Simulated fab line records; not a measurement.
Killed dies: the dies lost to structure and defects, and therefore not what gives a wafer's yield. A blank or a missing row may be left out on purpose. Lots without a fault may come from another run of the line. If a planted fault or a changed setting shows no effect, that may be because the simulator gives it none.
The tool behind it: which one?	flow berkeley cmos170	21 wafers from 7 lots sampled at 3 of the route's 331 steps

== WHAT EACH GAUGE READ, for each wafer ==
UCB170_SDANNEAL_RS_MEAS_04: a four-point-probe measurement.
lot	measured	on	PLDD_RS (ohm/sq)
L689	day 6 23:01	film metro-01	1028 1027 1029
L694	day 8 01:11	film metro-01	1030 1031 1031
L695	day 8 11:43	film metro-01	1030 1029 1027
L697	day 8 15:51	film metro-04	865 865 866 863 864 864
L700	day 9 01:50	film metro-04	864 867 866 867 867 866
L701	day 9 14:36	film metro-04	1033 1033 1036
L709	day 11 12:31	film metro-02	1033 1030 1029

== WHAT TOOL EACH LOT RAN ON (gives the tool, then ch and the chambers of the sampled wafers, and finally the start) ==
lot	UCB170_PLDD_STRIP_10	UCB170_SPACER_ANNEAL_02
L689	plasma asher-01 ch 0,1, day 6 09:28	furnace-03 ch 0, day 6 16:13
L694	plasma asher-02 ch 0,1, day 7 11:47	furnace-02 ch 0, day 7 17:27
L695	plasma asher-02 ch 0,1, day 7 23:22	furnace-03 ch 0, day 8 05:31
L697	plasma asher-01 ch 0,1, day 8 05:10	furnace-03 ch 0, day 8 09:46
L700	plasma asher-04 ch 0,1, day 8 13:11	furnace-03 ch 0, day 8 18:34
L701	plasma asher-01 ch 0,1, day 8 23:14	furnace-02 ch 0, day 9 05:30
L709	plasma asher-02 ch 0, day 10 23:14	furnace-02 ch 0, day 11 05:42
- UCB170_PLDD_STRIP_10: strips in O2.
- UCB170_SPACER_ANNEAL_02: time 1800 s.

== THE ANSWER, worked out from the rows above alone ==
Rule: the lots themselves supply what counts as usual. The widest of any qualifying gaps counts: lots, ordered by their means at a reading, are off when they make up no more than a third of the lots, leave a main group of 4 or more, and stand apart from it by 3 or more times the standard deviation of that group's means. The tables above print the reading to a certain number of digits; a main group whose means all agree to those digits is not used. A lot without any number at a reading at which 4 lots or more have one is off too. Where the step has rows for the other lots, those lots are counted as sound.
Off: L697, L700, seen at UCB170_SDANNEAL_RS_MEAS_04 (PLDD_RS). Main group: mean 1030 ohm/sq, sd 2.1.
If a tool, at a process step before that reading, ran all the lots that are off and no sound lot after the first of them, it fits. Gauges at UCB170_SDANNEAL_RS_MEAS_04: tried the same way as those tools. One candidate fits, namely furnace-03 at UCB170_SPACER_ANNEAL_02. Its last sound lot is L695 (day 8 05:31), its first lot that is off L697 (day 8 09:46): a fault that began between those two fits.

== WHAT HAD BEEN PUT IN BY THE SIMULATOR ==
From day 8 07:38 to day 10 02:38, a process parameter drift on furnace-03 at UCB170_SPACER_ANNEAL_02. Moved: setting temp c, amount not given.
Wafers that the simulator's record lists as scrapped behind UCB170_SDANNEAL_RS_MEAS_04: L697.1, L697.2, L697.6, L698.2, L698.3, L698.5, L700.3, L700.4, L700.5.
Shown lots that were struck: L697, L700. The rule above reached the same finding.
